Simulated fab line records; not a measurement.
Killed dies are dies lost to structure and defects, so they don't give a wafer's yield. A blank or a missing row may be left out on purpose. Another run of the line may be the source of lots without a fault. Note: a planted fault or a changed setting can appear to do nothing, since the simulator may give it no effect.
Comparing a struck lot with a sound one | flow berkeley cmos170 | 18 out of 331 route steps
Sound: wafers L281.2, L281.3, L281.6. The struck wafers were L283.3, L283.4, L283.6. The cause is given at the end.
Per side, at each step with rows, come the tool, then ch with its chambers, and then its first start. Under that, the readings that differ: sound wafers | struck wafers | difference of the means | sigmas: that difference in standard deviations of wafers without a fault.
alike: readings with means less than 2 such deviations apart, plus words and numbers identical on both sides. not compared: withheld readings, readings lacking a value on some wafer, bounds such as >300 that could conceal the same value, and numbers that have no deviation in the record and whose values overlap.
The two part at a step that has a row with sigmas, a row that says differs or no value, or rows on one side only. When numbers do not overlap yet have no deviation, they are printed without sigmas and do not part them. A reading that every wafer of one side lacks parts them only if that side has two wafers or more.

first, 2 steps without rows for these wafers: UCB170_PLDD_PEB_04; UCB170_PLDD_DEVELOP_05 (develop time 45 s).
UCB170_PLDD_CD_MEAS_06: target cd 1200 nm.
  sound: cd sem-02 at day 8 09:53; struck: cd sem-01 at day 8 22:04
  alike: cd nm
UCB170_PLDD_OVL_MEAS_07:
  sound: overlay-01 at day 8 10:00; struck: overlay-01 at day 8 22:10
  alike: PLDD_OVL
then, 2 steps without rows for these wafers: UCB170_PLDD_IMPLANT_08; UCB170_PLDD_IMPLANT_09.
UCB170_PLDD_STRIP_10: strips in O2.
  sound on plasma asher-03 ch 1, day 8 10:20; struck on plasma asher-03 ch 0,1, day 8 22:31
  alike: drypump motor current A, oes product au, strip time to endpoint s
  not compared: rf hours counter h
UCB170_PLDD_TW_MEAS_11:
  sound: film metro-04 at day 8 10:26; struck: film metro-01 at day 8 22:36
  reading | sound          | struck         | difference | sigmas
  PLDD_TW | 1003 1005 1001 | 1018 1016 1019 | +15        | +2
then, 4 steps without rows for these wafers: UCB170_PLDD_CLEAN_12 (cleans in SPM, time 600 s); UCB170_NLDD_HMDS_00 (prime time 60 s); UCB170_NLDD_COAT_01 (resist thk 900 nm); UCB170_NLDD_SOFTBAKE_02 (time 60 s).
UCB170_NLDD_EXPOSE_03: exposes mask NSELECT, target cd 1200 nm.
  sound on krf scanner-02 ch 0, day 8 12:20; struck on krf scanner-02 ch 0, day 8 23:31
  alike: mask
then, 2 steps without rows for these wafers: UCB170_NLDD_PEB_04; UCB170_NLDD_DEVELOP_05 (develop time 45 s).
UCB170_NLDD_CD_MEAS_06: target cd 1200 nm.
  sound: cd sem-02 at day 8 13:08; struck: cd sem-02 at day 8 23:55
  reading    | sound                | struck               | difference | sigmas
  cd nm (nm) | 1201.9 1201.6 1201.5 | 1211.6 1204.0 1204.4 | +5.0       | +4
UCB170_NLDD_OVL_MEAS_07:
  sound: overlay-01 at day 8 13:14; struck: overlay-02 at day 9 00:00
  alike: NLDD_OVL
UCB170_M3_PROBE_99:
  sound wafers here have rows in the record (prober-01, day 9 22:25); struck ones have none

== WHERE THEY PART ==
Last at UCB170_M3_PROBE_99 as far as this record goes, first at UCB170_PLDD_TW_MEAS_11.

WHY: the cause the simulator had injected
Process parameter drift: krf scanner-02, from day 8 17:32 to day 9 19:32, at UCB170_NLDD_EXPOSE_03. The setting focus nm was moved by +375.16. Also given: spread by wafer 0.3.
